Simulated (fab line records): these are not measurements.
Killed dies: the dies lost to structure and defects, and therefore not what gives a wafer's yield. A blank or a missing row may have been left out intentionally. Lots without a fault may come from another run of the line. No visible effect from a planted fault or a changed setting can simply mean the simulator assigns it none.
fab line records	flow ritCmos	part 1 of 2: steps 1 to 31 of 42
record: lots: 5	wafers: 15	lastDay: 7
route steps=202 shown PLDD@122 SPACER@125 NSD@131 PSD@142 SDANNEAL@153 NLDD@160 SILICIDE@161
lots that met no fault: from a run of the same line without faults
startH: hours from the record's opening day to when the first of the lot's shown wafers began	waitH: hours from the lot's prior step to this one	" unchanged from the row above	L1.1+2: a single row standing in for several wafers	- no value, or no start was given	* or withheld: withheld	< > ~ a bound
route shown NAME@n: names a module that has steps shown in the file, with the first one's number in the route	usual: mean/standard deviation of fault-free wafers	same: alike in all rows	chamber/n: place in a boat	sites: each site's reading	_std_site: standard deviation of those values	_edge_site: mean of outer sites minus mean of inner sites	radiusMm: for every site, how far away it sits from the centre of the wafer	mask NAME#n: copy n	behind: the tool/chamber that last shaped the wafer	hold: why the lot was held/for how many hours/how that ended	device: the n, p or np transistor that did not switch	end of line: the route-end tests of the same wafers	for a step that has no rows: nothing shown but its recipe	killed: not the wafer's yield, but the dies lost to structure and defects at the first sort	map: a wafer's dies, marking killed ones x, the rest . and places with no die _
set.NAME: the setting that was run; set.NAME@STEP: the one run at that earlier step	model.NAME: the simulator's own value behind a step, which no gauge read
lots at some steps of the route; a table a step, a row a wafer
services: from which hour (startH, from the record's first day; less than 0 if before it) a tool's chamber was out of use, for how many hours, and why
== steps ==
step: RIT_PLDD_IMPLANT_08
recipe: species: BF2	energyKev: 20	doseCm2: 9e+14	tiltDeg: 7
usual: faradayCurrentUA: 2828/53
lot.wafer	tool	chamber	startH	waitH	faradayCurrentUA
L076.1	implanter-04	0	57.37	0.1	2799
L076.2	"	0	"	"	2852
L076.4	"	0	"	"	2855
L084.2	implanter-03	0	95.51	0.1	2814
L084.3	"	0	"	"	2871
L084.5	"	0	"	"	2925
L091.2	implanter-04	0	128.59	0.1	2807
L091.4	"	0	"	"	2909
L091.6	"	0	"	"	2830
L096.1	implanter-04	0	153.22	0.1	2795
L096.2	"	0	"	"	2817
L096.3	"	0	"	"	2766
L097.1	implanter-03	0	157.65	0.1	2913
L097.3	"	0	"	"	2772
L097.6	"	0	"	"	2790
step: RIT_PLDD_STRIP_09
recipe: chemistry: O2	timeS: 180	resist: NOVOLAK	platenTempC: withheld	powerW: 500	pressureMtorr: 4000	o2FlowSccm: 4000
usual: drypumpMotorCurrentA: 6.0/0.65	rfReflPowerW: 7.1/1.2
lot.wafer	tool	chamber	startH	waitH	drypumpMotorCurrentA	rfHoursCounterH	rfReflPowerW
L076.1	plasmaAsher-03	0	57.52	0.1	6.3	44	7.9
L076.2	"	1	"	"	5.8	44	8.0
L076.4	"	0	"	"	6.3	-	8.2
L084.2	plasmaAsher-03	0	95.64	0.1	6.4	49	8.1
L084.3	"	1	"	"	5.8	-	8.2
L084.5	"	0	"	"	6.4	-	8.1
L091.2	plasmaAsher-02	1	128.71	0.1	4.9	45	7.2
L091.4	"	1	"	"	4.9	-	7.4
L091.6	"	0	"	"	6.8	-	5.2
L096.1	plasmaAsher-03	1	153.37	0.1	5.8	4	8.1
L096.2	"	0	"	"	6.3	4	7.8
L096.3	"	1	"	"	5.8	-	8.1
L097.1	plasmaAsher-04	0	157.82	0.1	5.9	37	8.4
L097.3	"	0	"	"	5.9	-	8.1
L097.6	"	0	"	"	5.9	-	8.1
step: RIT_PLDD_TW_MEAS_10
usual: PLDD_TW: 2336/15
lot.wafer	tool	chamber	startH	waitH	PLDD_TW
L076.1	filmMetro-03	-	57.70	0.1	2325
L076.2	"	-	"	"	2331
L076.4	"	-	"	"	2310
L084.2	filmMetro-02	-	95.82	0.1	2341
L084.3	"	-	"	"	2322
L084.5	"	-	"	"	2340
L091.2	filmMetro-03	-	128.90	0.1	2338
L091.4	"	-	"	"	2330
L091.6	"	-	"	"	2335
L096.1	filmMetro-02	-	153.55	0.1	2356
L096.2	"	-	"	"	2353
L096.3	"	-	"	"	2336
L097.1	filmMetro-01	-	157.99	0.1	2364
L097.3	"	-	"	"	2368
L097.6	"	-	"	"	2367
step: RIT_SPACER_CLEAN_00
recipe: chemistry: SC1	mix: 3:3:50	timeS: 600	tempC: 75
lot.wafer	tool	chamber	startH	waitH
L076.1+2+4	wetBench-03	2	57.76	0.1
L084.2+3+5	wetBench-02	1	95.87	0.0
L091.2+4+6	wetBench-03	1	128.95	0.0
L096.1+2+3	wetBench-02	0	153.61	0.1
L097.1+3+6	wetBench-03	1	158.05	0.1
step: RIT_SPACER_CLEAN_01
recipe: chemistry: dHF	dilution: 50:1	timeS: 30
lot.wafer	tool	chamber	startH	waitH
L076.1+2+4	wetBench-03	0	57.95	0.0
L084.2+3+5	wetBench-04	1	96.07	0.0
L091.2+4+6	wetBench-02	3	129.12	0.0
L096.1+2+3	wetBench-04	1	153.78	0.0
L097.1+3+6	wetBench-03	2	158.24	0.0
step: RIT_SPACER_CLEAN_02
recipe: chemistry: SC2	mix: 3:3:50	timeS: 600	tempC: 75	dry: n2Spin
lot.wafer	tool	chamber	startH	waitH
L076.1+2+4	wetBench-02	1	57.96	0.0
L084.2+3+5	wetBench-02	0	96.08	0.0
L091.2+4+6	wetBench-03	3	129.14	0.0
L096.1+2+3	wetBench-02	3	153.80	0.0
L097.1+3+6	wetBench-03	0	158.26	0.0
step: RIT_SPACER_CVD_03
recipe: material: Si3N4	targetThkNm: 250	tempC: 810	precursor: SiH2Cl2/NH3	timeS: 3300	pressureMtorr: 300	sih2cl2FlowSccm: 60	nh3FlowSccm: 150
usual: spikeTcCentreC: 812.1/1.4	spikeTcSourceC: 831.9/2.1	susceptorTempC: 810.0/0.36
lot.wafer	tool	chamber	startH	waitH	spikeTcCentreC	spikeTcSourceC	susceptorTempC
L076.1	lpcvd-01	1	58.16	0.0	810.8	828.3	810.2
L076.2	"	1	"	"	812.4	829.5	810.6
L076.4	"	1	"	"	811.6	827.5	810.2
L084.2	lpcvd-02	0	96.27	0.0	813.6	833.4	810.1
L084.3	"	0	"	"	813.1	832.9	809.5
L084.5	"	0	"	"	810.2	831.3	809.6
L091.2	lpcvd-02	1	129.61	0.3	811.8	833.3	809.7
L091.4	"	1	"	"	811.2	833.5	809.9
L091.6	"	1	"	"	811.2	834.2	810.1
L096.1	lpcvd-02	1	153.98	0.0	811.6	833.7	810.3
L096.2	"	1	"	"	810.3	834.3	810.3
L096.3	"	1	"	"	811.8	834.2	810.5
L097.1	lpcvd-01	0	158.45	0.0	814.8	831.2	810.3
L097.3	"	0	"	"	814.4	829.7	810.1
L097.6	"	0	"	"	813.9	830.7	809.9
step: RIT_SPACER_THK_MEAS_04
recipe: reads: Si3N4_of_SPACER_CVD_03
usual: SPACER_NITRIDE_THK: 250.8/2.6
lot.wafer	tool	chamber	startH	waitH	SPACER_NITRIDE_THK[nm]
L076.1	filmMetro-02	-	60.07	0.0	254.9
L076.2	"	-	"	"	253.1
L076.4	"	-	"	"	252.4
L084.2	filmMetro-03	-	98.20	0.0	251.8
L084.3	"	-	"	"	251.2
L084.5	"	-	"	"	250.5
L091.2	filmMetro-04	-	131.54	0.0	252.5
L091.4	"	-	"	"	251.5
L091.6	"	-	"	"	252.4
L096.1	filmMetro-04	-	155.89	0.0	245.6
L096.2	"	-	"	"	246.1
L096.3	"	-	"	"	246.2
L097.1	filmMetro-04	-	160.37	0.0	249.7
L097.3	"	-	"	"	250.4
L097.6	"	-	"	"	249.5
step: RIT_SPACER_ETCHBACK_05
recipe: targetDepthA: 2500	SF6_flow_sccm: 30	CHF3_flow_sccm: 30	target: Si3N4	chemistry: SF6/CHF3	pressureMtorr: 40	rfW: 250	timeS: 240	stopOn: SiO2
usual: drypumpMotorCurrentA: 5.6/0.5	oesProductAu: 0.851/0.014	throttleValvePct: 10.23/0.13
lot.wafer	tool	chamber	startH	waitH	drypumpMotorCurrentA	oesProductAu	rfHoursCounterH	throttleValvePct
L076.1	rieDiel-03	2	60.13	0.1	6.1	0.842	12	10.23
L076.2	"	0	"	"	5.1	0.866	53	10.31
L076.4	"	3	"	"	5.9	0.869	132	10.01
L084.2	rieDiel-01	2	98.25	0.0	5.4	0.862	2	10.03
L084.3	"	1	"	"	5.2	0.855	129	10.35
L084.5	"	0	"	"	6.7	0.837	-	10.07
L091.2	rieDiel-04	0	131.59	0.0	5.2	0.846	130	10.20
L091.4	"	1	"	"	4.8	0.849	20	10.41
L091.6	"	2	"	"	6.0	0.852	-	10.33
L096.1	rieDiel-01	3	155.95	0.1	5.5	0.829	49	10.22
L096.2	"	0	"	"	6.7	0.829	103	10.06
L096.3	"	1	"	"	5.3	0.844	130	10.36
L097.1	rieDiel-03	3	160.43	0.1	5.8	0.859	134	10.02
L097.3	"	0	"	"	5.2	0.857	55	10.31
L097.6	"	3	"	"	5.9	0.858	-	10.00
step: RIT_NSD_HMDS_00
recipe: primeTimeS: 60	primeTempC: 140
lot.wafer	tool	chamber	startH	waitH
L076.1+2+4	lithoTrack-03	0	60.28	0.1
L084.2+3+5	lithoTrack-01	0	98.42	0.1
L091.2+4+6	lithoTrack-04	0	131.76	0.1
L096.1+2+3	lithoTrack-03	0	156.10	0.1
L097.1+3+6	lithoTrack-01	0	160.58	0.1
step: RIT_NSD_COAT_01
recipe: resist: NOVOLAK	spinRpm: 3250	resistThkNm: 1000
lot.wafer	tool	chamber	startH	waitH
L076.1+2+4	lithoTrack-03	0	60.43	0.1
L084.2+3+5	lithoTrack-01	0	98.57	0.1
L091.2+4+6	lithoTrack-04	0	131.91	0.1
L096.1+2+3	lithoTrack-03	0	156.25	0.1
L097.1+3+6	lithoTrack-01	0	160.73	0.1
step: RIT_NSD_SOFTBAKE_02
recipe: resist: NOVOLAK	tempC: 90	timeS: 60
usual: plateTempC: 90.02/0.12
lot.wafer	tool	chamber	startH	waitH	plateTempC
L076.1	lithoTrack-03	0	60.58	0.1	90.10
L076.2	"	0	"	"	90.11
L076.4	"	0	"	"	90.00
L084.2	lithoTrack-01	0	98.72	0.1	90.04
L084.3	"	0	"	"	89.76
L084.5	"	0	"	"	89.91
L091.2	lithoTrack-04	0	132.06	0.1	90.26
L091.4	"	0	"	"	90.08
L091.6	"	0	"	"	89.99
L096.1	lithoTrack-03	0	156.40	0.1	89.97
L096.2	"	0	"	"	90.06
L096.3	"	0	"	"	90.14
L097.1	lithoTrack-01	0	160.88	0.1	90.00
L097.3	"	0	"	"	90.06
L097.6	"	0	"	"	89.98
step: RIT_NSD_EXPOSE_03
recipe: maskId: M9	na: 0.57	targetCdNm: 40700	doseMj: 250
lot.wafer	tool	chamber	startH	waitH	mask
L076.1+2+4	ilineStepper-01	0	60.86	0.2	M9#0
L084.2+3+5	ilineStepper-02	0	98.98	0.2	M9#0
L091.2+4+6	ilineStepper-02	0	132.21	0.1	M9#0
L096.1+2+3	ilineStepper-02	0	156.55	0.1	M9#0
L097.1+3+6	ilineStepper-02	0	161.03	0.1	M9#0
step: RIT_NSD_PEB_04
recipe: resist: NOVOLAK	tempC: withheld	timeS: withheld
lot.wafer	tool	chamber	startH	waitH
L076.1+2+4	lithoTrack-04	0	60.97	0.1
L084.2+3+5	lithoTrack-04	0	99.13	0.1
L091.2+4+6	lithoTrack-04	0	132.33	0.1
L096.1+2+3	lithoTrack-04	0	156.96	0.4
L097.1+3+6	lithoTrack-01	0	161.15	0.1
step: RIT_NSD_DEVELOP_05
recipe: resist: NOVOLAK	developTimeS: 50	devTempC: 23
lot.wafer	tool	chamber	startH	waitH
L076.1+2+4	lithoTrack-04	0	-	-
L084.2+3+5	lithoTrack-04	0	-	-
L091.2+4+6	lithoTrack-04	0	-	-
L096.1+2+3	lithoTrack-04	0	-	-
L097.1+3+6	lithoTrack-01	0	-	-
step: RIT_NSD_OVL_MEAS_06
usual: NSD_OVL: 0.7/1.4
lot.wafer	tool	chamber	startH	waitH	NSD_OVL[nm]
L076.1	overlay-01	-	61.26	-	1.3
L076.2	"	-	"	"	1.8
L076.4	"	-	"	"	1.4
L084.2	overlay-01	-	99.39	-	0.3
L084.3	"	-	"	"	0.2
L084.5	"	-	"	"	-0.5
L091.2	overlay-01	-	132.59	-	3.0
L091.4	"	-	"	"	1.3
L091.6	"	-	"	"	2.9
L096.1	overlay-02	-	157.24	-	2.3
L096.2	"	-	"	"	0.8
L096.3	"	-	"	"	0.9
L097.1	overlay-01	-	161.43	-	-0.6
L097.3	"	-	"	"	1.7
L097.6	"	-	"	"	2.0
step: RIT_NSD_HARDBAKE_07
recipe: resist: NOVOLAK	tempC: 140	timeS: 60
usual: plateTempC: 140.02/0.12
lot.wafer	tool	chamber	startH	waitH	plateTempC
L076.1	lithoTrack-04	0	61.29	0.0	140.16
L076.2	"	0	"	"	139.99
L076.4	"	0	"	"	139.99
L084.2	lithoTrack-01	0	99.47	0.1	139.77
L084.3	"	0	"	"	139.82
L084.5	"	0	"	"	139.95
L091.2	lithoTrack-01	0	132.65	0.0	140.05
L091.4	"	0	"	"	139.97
L091.6	"	0	"	"	140.07
L096.1	lithoTrack-01	0	157.46	0.2	140.04
L096.2	"	0	"	"	140.03
L096.3	"	0	"	"	139.77
L097.1	lithoTrack-03	0	161.47	0.0	140.14
L097.3	"	0	"	"	140.00
L097.6	"	0	"	"	139.88
step: RIT_NSD_IMPLANT_08
recipe: species: P	energyKev: 25	doseCm2: 1e+15	tiltDeg: 7
usual: faradayCurrentUA: 3129/64
lot.wafer	tool	chamber	startH	waitH	faradayCurrentUA
L076.1	implanter-02	0	61.44	0.1	3178
L076.2	"	0	"	"	3175
L076.4	"	0	"	"	3170
L084.2	implanter-04	0	99.62	0.1	3155
L084.3	"	0	"	"	3114
L084.5	"	0	"	"	3142
L091.2	implanter-02	0	132.80	0.1	3187
L091.4	"	0	"	"	3184
L091.6	"	0	"	"	3060
L096.1	implanter-04	0	157.64	0.2	3064
L096.2	"	0	"	"	3169
L096.3	"	0	"	"	3066
L097.1	implanter-04	0	161.62	0.1	3102
L097.3	"	0	"	"	3069
L097.6	"	0	"	"	3229
step: RIT_NSD_STRIP_09
recipe: chemistry: O2	timeS: 180	resist: NOVOLAK	platenTempC: withheld	powerW: 500	pressureMtorr: 4000	o2FlowSccm: 4000
usual: drypumpMotorCurrentA: 6.0/0.52	rfReflPowerW: 7.3/1.1
lot.wafer	tool	chamber	startH	waitH	drypumpMotorCurrentA	rfHoursCounterH	rfReflPowerW
L076.1	plasmaAsher-01	1	61.59	0.1	6.0	40	6.8
L076.2	"	0	"	"	6.1	40	8.4
L076.4	"	0	"	"	6.1	-	8.3
L084.2	plasmaAsher-01	0	99.75	0.1	6.1	44	8.1
L084.3	"	0	"	"	6.1	-	8.4
L084.5	"	0	"	"	6.1	-	8.3
L091.2	plasmaAsher-01	1	132.92	0.1	6.0	48	6.7
L091.4	"	0	"	"	6.1	-	8.4
L091.6	"	0	"	"	6.1	-	8.0
L096.1	plasmaAsher-02	1	157.79	0.1	4.9	48	7.6
L096.2	"	0	"	"	6.8	48	5.1
L096.3	"	0	"	"	6.7	-	4.9
L097.1	plasmaAsher-02	0	161.77	0.1	6.8	49	5.3
L097.3	"	1	"	"	4.9	-	7.5
L097.6	"	0	"	"	6.8	-	5.1
step: RIT_NSD_TW_MEAS_10
usual: NSD_TW: 3117/29
lot.wafer	tool	chamber	startH	waitH	NSD_TW
L076.1	filmMetro-01	-	61.77	0.1	3136
L076.2	"	-	"	"	3144
L076.4	"	-	"	"	3137
L084.2	filmMetro-02	-	99.93	0.1	3094
L084.3	"	-	"	"	3105
L084.5	"	-	"	"	3089
L091.2	filmMetro-02	-	133.11	0.1	3119
L091.4	"	-	"	"	3102
L091.6	"	-	"	"	3097
L096.1	filmMetro-03	-	157.97	0.1	3090
L096.2	"	-	"	"	3086
L096.3	"	-	"	"	3081
L097.1	filmMetro-01	-	161.94	0.1	3145
L097.3	"	-	"	"	3141
L097.6	"	-	"	"	3160
step: RIT_PSD_HMDS_00
recipe: primeTimeS: 60	primeTempC: 140
lot.wafer	tool	chamber	startH	waitH
L076.1+2+4	lithoTrack-03	0	61.83	0.1
L084.2+3+5	lithoTrack-02	0	100.01	0.1
L091.2+4+6	lithoTrack-03	0	133.18	0.1
L096.1+2+3	lithoTrack-03	0	158.03	0.1
L097.1+3+6	lithoTrack-03	0	162.00	0.1
step: RIT_PSD_COAT_01
recipe: resist: NOVOLAK	spinRpm: 3250	resistThkNm: 1000
lot.wafer	tool	chamber	startH	waitH
L076.1+2+4	lithoTrack-03	0	61.98	0.1
L084.2+3+5	lithoTrack-02	0	100.16	0.1
L091.2+4+6	lithoTrack-03	0	133.33	0.1
L096.1+2+3	lithoTrack-03	0	158.18	0.1
L097.1+3+6	lithoTrack-03	0	162.15	0.1
step: RIT_PSD_SOFTBAKE_02
recipe: resist: NOVOLAK	tempC: 90	timeS: 60
usual: plateTempC: 89.96/0.11
lot.wafer	tool	chamber	startH	waitH	plateTempC
L076.1	lithoTrack-03	0	62.13	0.1	90.27
L076.2	"	0	"	"	89.93
L076.4	"	0	"	"	90.05
L084.2	lithoTrack-02	0	100.31	0.1	89.92
L084.3	"	0	"	"	90.05
L084.5	"	0	"	"	89.97
L091.2	lithoTrack-03	0	133.48	0.1	90.02
L091.4	"	0	"	"	89.92
L091.6	"	0	"	"	89.76
L096.1	lithoTrack-03	0	158.33	0.1	89.89
L096.2	"	0	"	"	90.12
L096.3	"	0	"	"	89.95
L097.1	lithoTrack-03	0	162.30	0.1	89.97
L097.3	"	0	"	"	89.82
L097.6	"	0	"	"	90.06
step: RIT_PSD_EXPOSE_03
recipe: maskId: M10	na: 0.57	targetCdNm: 40900	doseMj: 250
lot.wafer	tool	chamber	startH	waitH	mask
L076.1+2+4	ilineStepper-02	0	62.28	0.1	M10#0
L084.2+3+5	ilineStepper-02	0	100.56	0.2	M10#0
L091.2+4+6	ilineStepper-02	0	133.75	0.2	M10#0
L096.1+2+3	ilineStepper-02	0	158.48	0.1	M10#0
L097.1+3+6	ilineStepper-01	0	162.58	0.2	M10#0
step: RIT_PSD_PEB_04
recipe: resist: NOVOLAK	tempC: withheld	timeS: withheld
lot.wafer	tool	chamber	startH	waitH
L076.1+2+4	lithoTrack-04	0	62.39	0.1
L084.2+3+5	lithoTrack-04	0	100.68	0.1
L091.2+4+6	lithoTrack-04	0	133.88	0.1
L096.1+2+3	lithoTrack-03	0	158.60	0.1
L097.1+3+6	lithoTrack-02	0	162.69	0.1
step: RIT_PSD_DEVELOP_05
recipe: resist: NOVOLAK	developTimeS: 50	devTempC: 23
lot.wafer	tool	chamber	startH	waitH
L076.1+2+4	lithoTrack-04	0	-	-
L084.2+3+5	lithoTrack-04	0	-	-
L091.2+4+6	lithoTrack-04	0	-	-
L096.1+2+3	lithoTrack-03	0	-	-
L097.1+3+6	lithoTrack-02	0	-	-
step: RIT_PSD_OVL_MEAS_06
usual: PSD_OVL: -0.4/1.7
lot.wafer	tool	chamber	startH	waitH	PSD_OVL[nm]
L076.1	overlay-02	-	62.68	-	-0.6
L076.2	"	-	"	"	0.5
L076.4	"	-	"	"	-0.5
L084.2	overlay-01	-	100.95	-	-0.1
L084.3	"	-	"	"	-2.1
L084.5	"	-	"	"	0.3
L091.2	overlay-02	-	134.14	-	0.0
L091.4	"	-	"	"	-2.6
L091.6	"	-	"	"	-1.0
L096.1	overlay-02	-	158.88	-	-0.9
L096.2	"	-	"	"	-1.3
L096.3	"	-	"	"	-0.7
L097.1	overlay-02	-	162.98	-	1.1
L097.3	"	-	"	"	-1.0
L097.6	"	-	"	"	-0.3
step: RIT_PSD_HARDBAKE_07
recipe: resist: NOVOLAK	tempC: 140	timeS: 60
usual: plateTempC: 140.01/0.15
lot.wafer	tool	chamber	startH	waitH	plateTempC
L076.1	lithoTrack-03	0	62.71	0.0	139.90
L076.2	"	0	"	"	140.22
L076.4	"	0	"	"	139.84
L084.2	lithoTrack-02	0	101.01	0.1	139.99
L084.3	"	0	"	"	140.19
L084.5	"	0	"	"	139.98
L091.2	lithoTrack-03	0	134.19	0.0	140.08
L091.4	"	0	"	"	140.14
L091.6	"	0	"	"	139.97
L096.1	lithoTrack-03	0	158.91	0.0	140.37
L096.2	"	0	"	"	140.36
L096.3	"	0	"	"	139.98
L097.1	lithoTrack-04	0	163.01	0.0	139.98
L097.3	"	0	"	"	139.98
L097.6	"	0	"	"	140.15
step: RIT_PSD_IMPLANT_08
recipe: species: BF2	energyKev: 27	doseCm2: 5e+15	tiltDeg: 7
usual: faradayCurrentUA: 12114/490
lot.wafer	tool	chamber	startH	waitH	faradayCurrentUA
L076.1	implanter-04	0	62.86	0.1	12158
L076.2	"	0	"	"	11736
L076.4	"	0	"	"	11973
L084.2	implanter-03	0	101.16	0.1	12916
L084.3	"	0	"	"	12085
L084.5	"	0	"	"	12467
L091.2	implanter-02	0	134.34	0.1	12029
L091.4	"	0	"	"	11773
L091.6	"	0	"	"	11774
L096.1	implanter-03	0	159.06	0.1	12803
L096.2	"	0	"	"	12647
L096.3	"	0	"	"	12422
L097.1	implanter-03	0	163.16	0.1	12455
L097.3	"	0	"	"	13480
L097.6	"	0	"	"	12693
step: RIT_PSD_STRIP_09
recipe: chemistry: O2	timeS: 180	resist: NOVOLAK	platenTempC: withheld	powerW: 500	pressureMtorr: 4000	o2FlowSccm: 4000
usual: drypumpMotorCurrentA: 6.1/0.57	rfReflPowerW: 6.9/1.2
lot.wafer	tool	chamber	startH	waitH	drypumpMotorCurrentA	rfHoursCounterH	rfReflPowerW
L076.1	plasmaAsher-04	0	63.01	0.1	5.9	27	8.2
L076.2	"	1	"	"	6.6	27	5.7
L076.4	"	1	"	"	6.6	-	5.9
L084.2	plasmaAsher-04	0	101.28	0.1	5.9	30	8.3
L084.3	"	1	"	"	6.6	-	5.8
L084.5	"	0	"	"	5.9	-	8.1
L091.2	plasmaAsher-01	1	134.47	0.1	6.0	48	7.0
L091.4	"	0	"	"	6.1	-	8.1
L091.6	"	1	"	"	6.0	-	6.7
L096.1	plasmaAsher-04	0	159.21	0.1	5.9	37	8.2
L096.2	"	1	"	"	6.6	37	5.9
L096.3	"	0	"	"	5.9	-	8.1
L097.1	plasmaAsher-02	1	163.31	0.1	5.0	49	7.4
L097.3	"	1	"	"	4.9	-	7.3
L097.6	"	0	"	"	6.8	-	5.2
step: RIT_PSD_TW_MEAS_10
usual: PSD_TW: 3423/28
lot.wafer	tool	chamber	startH	waitH	PSD_TW
L076.1	filmMetro-01	-	63.19	0.1	3452
L076.2	"	-	"	"	3447
L076.4	"	-	"	"	3460
L084.2	filmMetro-02	-	101.47	0.1	3411
L084.3	"	-	"	"	3396
L084.5	"	-	"	"	3405
L091.2	filmMetro-02	-	134.65	0.1	3415
L091.4	"	-	"	"	3398
L091.6	"	-	"	"	3413
L096.1	filmMetro-01	-	159.39	0.1	3471
L096.2	"	-	"	"	3442
L096.3	"	-	"	"	3455
L097.1	filmMetro-01	-	163.49	0.1	3464
L097.3	"	-	"	"	3452
L097.6	"	-	"	"	3461
